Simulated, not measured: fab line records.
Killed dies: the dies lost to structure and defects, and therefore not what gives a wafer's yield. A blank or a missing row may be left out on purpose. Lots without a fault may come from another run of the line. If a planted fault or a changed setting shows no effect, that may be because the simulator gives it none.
Which tool was responsible? || flow rit-cmos || 13 lots, 39 wafers sampled, at 2 steps of a route of 202

WHAT EACH GAUGE READ, for each wafer
RIT_GATE_CD_MEAS_16 targets a cd of 150 nm.
{"lot": "L348", "measured": "day 3 00:35", "on": "cd-sem-02", "cd-nm (nm)": "149.3 149.9 149.6"}
{"lot": "L350", "measured": "day 3 09:44", "on": "cd-sem-02", "cd-nm (nm)": "154.3 152.5 152.9"}
{"lot": "L352", "measured": "day 4 02:13", "on": "cd-sem-01", "cd-nm (nm)": "147.4 148.9 147.8"}
{"lot": "L353", "measured": "day 4 05:01", "on": "cd-sem-01", "cd-nm (nm)": "152.7 155.2 154.4"}
{"lot": "L354", "measured": "day 4 05:16", "on": "cd-sem-01", "cd-nm (nm)": "151.0 149.3 151.0"}
{"lot": "L355", "measured": "day 4 14:10", "on": "cd-sem-02", "cd-nm (nm)": "148.6 149.9 148.3"}
{"lot": "L358", "measured": "day 5 03:27", "on": "cd-sem-01", "cd-nm (nm)": "193.9 193.7 195.7"}
{"lot": "L362", "measured": "day 5 22:04", "on": "cd-sem-01", "cd-nm (nm)": "152.4 148.9 151.8"}
{"lot": "L365", "measured": "day 6 14:19", "on": "cd-sem-01", "cd-nm (nm)": "152.2 153.8 153.4"}
{"lot": "L366", "measured": "day 6 18:14", "on": "cd-sem-01", "cd-nm (nm)": "149.4 152.0 148.6"}
{"lot": "L367", "measured": "day 7 09:44", "on": "cd-sem-01", "cd-nm (nm)": "150.1 150.7 150.9"}
{"lot": "L369", "measured": "day 7 09:57", "on": "cd-sem-02", "cd-nm (nm)": "149.1 151.0 152.0"}
{"lot": "L368", "measured": "day 7 10:16", "on": "cd-sem-01", "cd-nm (nm)": "148.7 146.4 147.9"}

WHICH TOOL RAN EACH LOT (tool, then ch and the chambers of the sampled wafers, then the start)
{"lot": "L348", "RIT_GATE_EXPOSE_13": "iline-stepper-02 ch 0, day 3 00:11"}
{"lot": "L350", "RIT_GATE_EXPOSE_13": "iline-stepper-01 ch 0, day 3 09:20"}
{"lot": "L352", "RIT_GATE_EXPOSE_13": "iline-stepper-01 ch 0, day 4 01:49"}
{"lot": "L353", "RIT_GATE_EXPOSE_13": "iline-stepper-02 ch 0, day 4 04:31"}
{"lot": "L354", "RIT_GATE_EXPOSE_13": "iline-stepper-02 ch 0, day 4 04:52"}
{"lot": "L355", "RIT_GATE_EXPOSE_13": "iline-stepper-02 ch 0, day 4 13:46"}
{"lot": "L358", "RIT_GATE_EXPOSE_13": "iline-stepper-01 ch 0, day 5 03:03"}
{"lot": "L362", "RIT_GATE_EXPOSE_13": "iline-stepper-01 ch 0, day 5 21:40"}
{"lot": "L365", "RIT_GATE_EXPOSE_13": "iline-stepper-02 ch 0, day 6 13:55"}
{"lot": "L366", "RIT_GATE_EXPOSE_13": "iline-stepper-01 ch 0, day 6 17:50"}
{"lot": "L367", "RIT_GATE_EXPOSE_13": "iline-stepper-01 ch 0, day 7 09:20"}
{"lot": "L369", "RIT_GATE_EXPOSE_13": "iline-stepper-01 ch 0, day 7 09:27"}
{"lot": "L368", "RIT_GATE_EXPOSE_13": "iline-stepper-02 ch 0, day 7 09:49"}
- RIT_GATE_EXPOSE_13: exposes mask M6, target cd 150 nm.

WHAT THE TOOLS THEMSELVES READ (means of the sampled wafers that have a number; where no wafer has one, the mark that the record gives instead)
RIT_GATE_EXPOSE_13.
{"lot": "L348", "tool": "iline-stepper-02", "reticle-temp-C (C)": 22.90}
{"lot": "L350", "tool": "iline-stepper-01", "reticle-temp-C (C)": 23.17}
{"lot": "L352", "tool": "iline-stepper-01", "reticle-temp-C (C)": 23.10}
{"lot": "L353", "tool": "iline-stepper-02", "reticle-temp-C (C)": 22.92}
{"lot": "L354", "tool": "iline-stepper-02", "reticle-temp-C (C)": 23.08}
{"lot": "L355", "tool": "iline-stepper-02", "reticle-temp-C (C)": 23.04}
{"lot": "L358", "tool": "iline-stepper-01", "reticle-temp-C (C)": 23.02}
{"lot": "L362", "tool": "iline-stepper-01", "reticle-temp-C (C)": 22.96}
{"lot": "L365", "tool": "iline-stepper-02", "reticle-temp-C (C)": 23.05}
{"lot": "L366", "tool": "iline-stepper-01", "reticle-temp-C (C)": 23.00}
{"lot": "L367", "tool": "iline-stepper-01", "reticle-temp-C (C)": 23.00}
{"lot": "L369", "tool": "iline-stepper-01", "reticle-temp-C (C)": 22.92}
{"lot": "L368", "tool": "iline-stepper-02", "reticle-temp-C (C)": 23.07}

THE ANSWER, worked out from the rows above alone
Rule: what is usual is taken from the lots themselves. Put in order of their means at a reading, lots are off if they are a third of the lots or fewer, leave a main group of 4 or more, and stand apart from it by a gap of 3 or more times the standard deviation of the main group's means; of several such gaps the widest counts. If all means in a main group match to the digits the tables above print for the reading, that group is not used. Also off: a lot with no number at a reading for which 4 or more lots have one. Where the step has rows for the other lots, those lots are counted as sound. First the gauges in route order, then the tools' own readings, where a lot's mean is used as printed above. The first step at which some lot is off is used, and at that step the reading that is off furthest; a lot without a number counts as furthest.
Off: L358, at RIT_GATE_CD_MEAS_16 (cd-nm). The main group has a mean of 150.6 nm with a standard deviation of 1.9.
A tool fits if, at a process step before that reading, it ran every lot that is off, and no sound lot after the first of them. Gauges at RIT_GATE_CD_MEAS_16: tried the same way as those tools. No candidate that was tried fits.

WHAT HAD BEEN PUT IN BY THE SIMULATOR
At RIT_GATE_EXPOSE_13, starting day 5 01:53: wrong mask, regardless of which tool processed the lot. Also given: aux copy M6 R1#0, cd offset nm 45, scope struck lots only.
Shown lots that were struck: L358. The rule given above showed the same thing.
